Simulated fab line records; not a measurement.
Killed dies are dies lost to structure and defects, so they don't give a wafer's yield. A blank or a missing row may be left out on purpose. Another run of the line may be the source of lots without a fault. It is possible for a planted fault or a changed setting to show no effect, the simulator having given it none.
Split-lot study	flow berkeley_cmos170	23 wafers read from 5 lots, route of 331 steps

ABOUT THE SPLIT
At UCB170_M3_COAT_10 (resist thk 900 nm), the setting spin_rpm was moved away from the recipe's 1500 rpm on 12 of the 23 wafers read, by -7.3% to +5.9%. For the rest of the wafers, this setting stayed at what the recipe calls for.

BETWEEN THE SPLIT AND THE READING: the file shows 1 step in between
- UCB170_M3_METAL_ETCH_18: etches Al in Cl2/BCl3, stops on SiO2, target depth 1170 nm, time 195 s (also split here: pressure_mtorr)

THE READING
oes_product_au, in a.u., at UCB170_M3_STRIP_19 (strips in O2). Fault-free wafers of this fab line usually give 0.529 a.u., standard deviation 0.012 a.u.

wafer	tool, chamber at the split	spin_rpm as run, rpm	against the recipe	oes_product_au, a.u.	against lot-mates on the recipe
L076.1	litho_track-02, 0	1399	-6.7%	0.556	+0.037
L076.3	litho_track-02, 0	1500	recipe	0.521	-
L076.4	litho_track-02, 0	1500	recipe	0.517	-
L076.5	litho_track-02, 0	1399	-6.7%	0.549	+0.030
L076.6	litho_track-02, 0	1399	-6.7%	0.552	+0.033
L077.1	litho_track-02, 0	1500	recipe	0.521	-
L077.2	litho_track-02, 0	1565	+4.3%	0.490	-0.030
L077.3	litho_track-02, 0	1500	recipe	0.520	-
L077.4	litho_track-02, 0	1565	+4.3%	0.501	-0.019
L077.6	litho_track-02, 0	1565	+4.3%	0.499	-0.021
L079.2	litho_track-01, 0	1589	+5.9%	0.513	-0.021
L079.3	litho_track-01, 0	1589	+5.9%	0.493	-0.041
L079.4	litho_track-01, 0	1500	recipe	0.543	-
L079.5	litho_track-01, 0	1589	+5.9%	0.500	-0.034
L079.6	litho_track-01, 0	1500	recipe	0.525	-
L082.2	litho_track-04, 0	1500	recipe	0.526	-
L082.3	litho_track-04, 0	1500	recipe	0.524	-
L082.6	litho_track-04, 0	1500	recipe	0.533	-
L084.1	litho_track-01, 0	1500	recipe	0.514	-
L084.3	litho_track-01, 0	1390	-7.3%	0.568	+0.056
L084.4	litho_track-01, 0	1390	-7.3%	0.558	+0.046
L084.5	litho_track-01, 0	1390	-7.3%	0.584	+0.072
L084.6	litho_track-01, 0	1500	recipe	0.510	-

THE FIT
A straight line over all 23 wafers: oes_product_au changes by -0.00507 a.u. for each +1% of spin_rpm; r = -0.92; the points scatter about the line by 0.01 a.u.
The same after taking each lot's own level away (the mean of its wafers on the recipe; 23 wafers): -0.00612 a.u. for each +1%; r = -0.96; scatter 0.0087 a.u.
Per that fit: largest spin_rpm move, reading shift of 0.045 a.u.
Measured against the standard deviation above, the lots' own levels, which go from 0.5120 to 0.5340 a.u., span 1.8 times it.
So the slope is not independent of the lot-to-lot level: the two fits are not the same.
Check: for one of the wafers moved furthest among these (-7.3%), held out of the fit, the line's prediction against its lot-mates is +0.0448 a.u. It came out at +0.056 a.u. against them.

THE OTHER SPLITS THESE WAFERS WENT THROUGH
Other splits were also applied to these wafers ahead of the reading. Each is held against what the fit with the lots' levels taken away leaves over:
other split on the same wafers	wafers away from the commonest value	r with oes_product_au (lot level and that fit taken away)
UCB170_NSD_EXPOSE_03 dose_mj	3	-0.33
UCB170_SILICIDE_SPUTTER_01 time_s	6	-0.14
UCB170_M1_EXPOSE_06 dose_mj	8	-0.49
UCB170_M1_PEB_07 peb_temp_c	8	+0.27
UCB170_V1_EXPOSE_09 dose_mj	6	-0.28
UCB170_V1_ETCH_14 rf_w	7	+0.05
UCB170_M3_METAL_ETCH_18 pressure_mtorr	10	-0.34

THE WHOLE CHAIN: every reading that the file lists as answering this split, in the file's order
step	what it does	reading	change (the file's fit)	r (the file's)
UCB170_M3_COAT_10	resist thk 900 nm	KrF_of_M3_COAT_10.thk_nm (the simulator's own value, which no gauge read)	-4.63 nm for each +1% of the setting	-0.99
UCB170_M3_METAL_ETCH_18	etches Al in Cl2/BCl3, stops on SiO2, target depth 1170 nm, time 195 s	KrF_of_M3_COAT_10.thk_nm (the simulator's own value, which no gauge read)	-5.51 nm for each +1% of the setting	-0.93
UCB170_M3_STRIP_19	strips in O2	oes_product_au	-0.00614 a.u. for each +1% of the setting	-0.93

FILE'S OWN FIT
oes_product_au changes by -0.00614 a.u. for each +1% of spin_rpm, r = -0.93.
